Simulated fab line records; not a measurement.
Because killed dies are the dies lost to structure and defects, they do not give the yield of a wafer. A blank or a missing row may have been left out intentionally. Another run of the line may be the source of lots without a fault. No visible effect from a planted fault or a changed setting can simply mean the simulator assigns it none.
Struck lot and sound lot, side by side | flow rit-cmos | 15 steps out of a route of 202
Sound: wafers L466.1, L466.4, L466.6. Struck: wafers L465.1, L465.3, L465.6. The cause is given at the end.
Order at every step that has rows: each side's tool, ch and its chambers, its first start. Under that, the readings that differ: sound wafers | struck wafers | difference of the means | sigmas: that difference in standard deviations of wafers without a fault.
alike: same words and numbers on both sides, and readings whose means sit less than 2 such deviations apart. not compared: any withheld reading, any reading some wafer has no value for, any bound like >300 that may hide the same value, and any number with overlapping values for which the record gives no deviation.
Wherever a step has rows on one side only, a row that says differs or no value, or a row with sigmas, the two part there. When numbers do not overlap yet have no deviation, they are printed without sigmas and do not part them. A reading that every wafer of one side lacks parts them only if that side has two wafers or more.

RIT_CONTACT_CVD_00: deposits SiO2 from TEOS, target thk 400 nm, time 61 s.
  sound on pecvd-01 ch 0,1,2, day 7 15:34; struck on pecvd-02 ch 0,1,2, day 7 02:04
  alike: heater-power-w
RIT_CONTACT_THK_MEAS_01:
  sound: film-metro-03 at day 7 15:37; struck: film-metro-04 at day 7 02:07
  alike: CONTACT_TEOS_THK
then, 6 steps without rows for these wafers: RIT_CONTACT_HMDS_02 (prime time 60 s); RIT_CONTACT_COAT_03 (resist thk 1000 nm); RIT_CONTACT_SOFTBAKE_04 (time 60 s); RIT_CONTACT_EXPOSE_05 (exposes mask M11, target cd 1000 nm); RIT_CONTACT_PEB_06; RIT_CONTACT_DEVELOP_07 (develop time 123 s).
RIT_CONTACT_CD_MEAS_08 targets a cd of 1000 nm.
  sound: cd-sem-02 at day 7 16:48; struck: cd-sem-02 at day 7 03:17
  reading    | sound                | struck            | difference | sigmas
  cd-nm (nm) | 1002.1 1000.1 1002.1 | 995.7 995.6 996.6 | -5.5       | -2
RIT_CONTACT_OVL_MEAS_09:
  sound: overlay-02 at day 7 16:55; struck: overlay-02 at day 7 03:24
  alike: CONTACT_OVL
then, 1 step without rows for these wafers: RIT_CONTACT_HARDBAKE_10 (time 60 s).
RIT_CONTACT_ETCH_11: etches SiO2 in CHF3/CF4/Ar, stops on TiSi2, target depth 480 nm, time 320 s.
  sound on rie-diel-04 ch 1,2,3, day 7 17:07; struck on rie-diel-02 ch 1,2,3, day 7 03:35
  alike: drypump-motor-current-A, oes-product-au, throttle-valve-pct
  not compared: rf-hours-counter-h
RIT_CONTACT_STRIP_12: strips in O2, time 180 s.
  sound on plasma-asher-02 ch 0,1, day 7 17:18; struck on plasma-asher-02 ch 0,1, day 7 03:47
  no value came back on the struck wafers for chamber-pressure-mTorr (mTorr), drypump-motor-current-A (A), o2-flow-sccm (sccm); on the sound wafers chamber-pressure-mTorr (mTorr) reads 3992 4004 4003
  reading                                      | sound | struck            | difference | sigmas
  model.NOVOLAK_of_CONTACT_COAT_03.thk-nm (nm) | 0 0 0 | 775.3 773.1 777.4 | +775.3     |
  not compared: rf-hours-counter-h
RIT_CONTACT_CD_MEAS_90 targets a cd of 1000 nm.
  sound: cd-sem-01 at day 7 17:29; struck: cd-sem-01 at day 7 03:57
  reading    | sound                | struck            | difference | sigmas
  cd-nm (nm) | 1001.8 1000.2 1001.7 | 995.9 995.5 996.2 | -5.4       | -2
RIT_M1_PROBE_99:
  sound: prober-01 at day 7 22:08; struck: prober-02 at day 7 08:43
  reading            | sound | struck                                                               | difference                   | sigmas
  hold               | - - - | await-dispo/3.6h/scrap await-dispo/3.6h/scrap await-dispo/3.6h/scrap | no value on the sound wafers |
  killed_at_M0_to_M3 | 0 0 0 | 254 260 257                                                          | +257                         | +99 or more
  killed-dies        | 4 4 5 | 264 264 264                                                          | +260                         | +93
  killed-on-rim      | 1 1 0 | 70 70 70                                                             | +69                          | +58
  alike: killed-at-front-end, killed-open, killed-short

## WHERE THEY PART
At RIT_CONTACT_CD_MEAS_08 first; at RIT_M1_PROBE_99 last (within this record only).

WHY: the cause the simulator had injected
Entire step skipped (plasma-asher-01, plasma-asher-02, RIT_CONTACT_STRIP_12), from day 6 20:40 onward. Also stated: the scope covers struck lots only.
